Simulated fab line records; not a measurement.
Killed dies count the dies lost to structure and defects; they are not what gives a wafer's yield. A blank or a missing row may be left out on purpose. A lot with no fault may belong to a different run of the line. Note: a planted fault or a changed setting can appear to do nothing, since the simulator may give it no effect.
Lot-split experiment    flow rit_cmos    on a route of 202 steps: 5 lots, 23 wafers read

ABOUT THE SPLIT
At RIT_NRETRO_COAT_01 (resist thk 1300 nm), the setting spin_rpm was moved away from the recipe's 2000 rpm on 7 of the 23 wafers read, by -4.7% to +2.9%. The other wafers ran this setting at the recipe's value.

FROM THE SPLIT TO THE READING: what the file shows between them, 3 steps
- RIT_NRETRO_SOFTBAKE_02: time 60 s
- RIT_NRETRO_EXPOSE_03: exposes mask M4, target cd 43900 nm
- RIT_NRETRO_DEVELOP_05: develop time 68 s

THE READING
NOVOLAK_of_NRETRO_COAT_01.thk_nm (the simulator's own value, which no gauge read), in nm, at RIT_NRETRO_HARDBAKE_07 (time 120 s). There is no usual value for it anywhere in the file. Here, 16 wafers ran the recipe; their average is 1136 nm with a standard deviation of 2.9 nm.

wafer   tool, chamber at the split  spin_rpm as run, rpm  against the recipe  NOVOLAK_of_NRETRO_COAT_01.thk_nm, nm  against lot-mates on the recipe
L074.1  litho_track-03, 0           2000                  recipe              1135                                  -
L074.4  litho_track-03, 0           2000                  recipe              1135                                  -
L074.2  litho_track-03, 0           2000                  recipe              1136                                  -
L074.5  litho_track-03, 0           2000                  recipe              1132                                  -
L074.6  litho_track-03, 0           2000                  recipe              1132                                  -
L078.1  litho_track-01, 0           2058                  +2.9%               1123                                  -14
L078.2  litho_track-01, 0           2058                  +2.9%               1122                                  -16
L078.3  litho_track-01, 0           2000                  recipe              1140                                  -
L078.4  litho_track-01, 0           2000                  recipe              1135                                  -
L078.5  litho_track-01, 0           2058                  +2.9%               1124                                  -14
L080.1  litho_track-04, 0           2000                  recipe              1140                                  -
L080.3  litho_track-04, 0           2000                  recipe              1140                                  -
L080.4  litho_track-04, 0           2000                  recipe              1140                                  -
L080.5  litho_track-04, 0           1906                  -4.7%               1172                                  +32
L080.6  litho_track-04, 0           1906                  -4.7%               1171                                  +31
L082.1  litho_track-01, 0           2000                  recipe              1139                                  -
L082.2  litho_track-01, 0           2000                  recipe              1138                                  -
L082.3  litho_track-01, 0           2000                  recipe              1136                                  -
L083.1  litho_track-01, 0           2000                  recipe              1135                                  -
L083.2  litho_track-01, 0           1959                  -2.0%               1146                                  +12
L083.3  litho_track-01, 0           2000                  recipe              1132                                  -
L083.4  litho_track-01, 0           1959                  -2.0%               1147                                  +13
L083.5  litho_track-01, 0           2000                  recipe              1134                                  -

FIT RESULTS
A straight line over all 23 wafers: NOVOLAK_of_NRETRO_COAT_01.thk_nm changes by -6.23 nm for each +1% of spin_rpm; r = -0.96; the points scatter about the line by 3.6 nm.
The same after taking each lot's own level away (the mean of its wafers on the recipe; 23 wafers): -6.06 nm for each +1%; r = -0.99; scatter 1.9 nm.
On that fit, the largest move of spin_rpm shifts the reading by 28 nm.
Measured against the standard deviation above, the lots' own levels, which go from 1133.7 to 1140.0 nm, span 2.2 times it.
Consequently the slope shifts little with the lot-to-lot level, the two slopes agreeing.
Check: for one of the wafers moved furthest among these (-4.7%), held out of the fit, the line's prediction against its lot-mates is +27.9 nm. It came out at +32 nm against them.

OTHER SPLITS ON THESE WAFERS
These wafers also went through other splits before the reading. Each is held against what the fit with the lots' levels taken away leaves over:
other split on the same wafers  wafers away from the commonest value  r with NOVOLAK_of_NRETRO_COAT_01.thk_nm (lot level and that fit taken away)
RIT_ACTIVE_CVD_03 temp_c        15                                    +0.27
RIT_ACTIVE_EXPOSE_08 dose_mj    8                                     +0.27

THE WHOLE CHAIN: every reading that the file lists as answering this split, in the file's order
step                    what it does        reading                                                                            change (the file's fit)               r (the file's)
RIT_NRETRO_COAT_01      resist thk 1300 nm  NOVOLAK_of_NRETRO_COAT_01.thk_nm (the simulator's own value, which no gauge read)  -7.29 nm for each +1% of the setting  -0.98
RIT_NRETRO_HARDBAKE_07  time 120 s          NOVOLAK_of_NRETRO_COAT_01.thk_nm (the simulator's own value, which no gauge read)  -6.29 nm for each +1% of the setting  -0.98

THE FILE'S OWN FIT
NOVOLAK_of_NRETRO_COAT_01.thk_nm changes by -6.29 nm for each +1% of spin_rpm, r = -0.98.
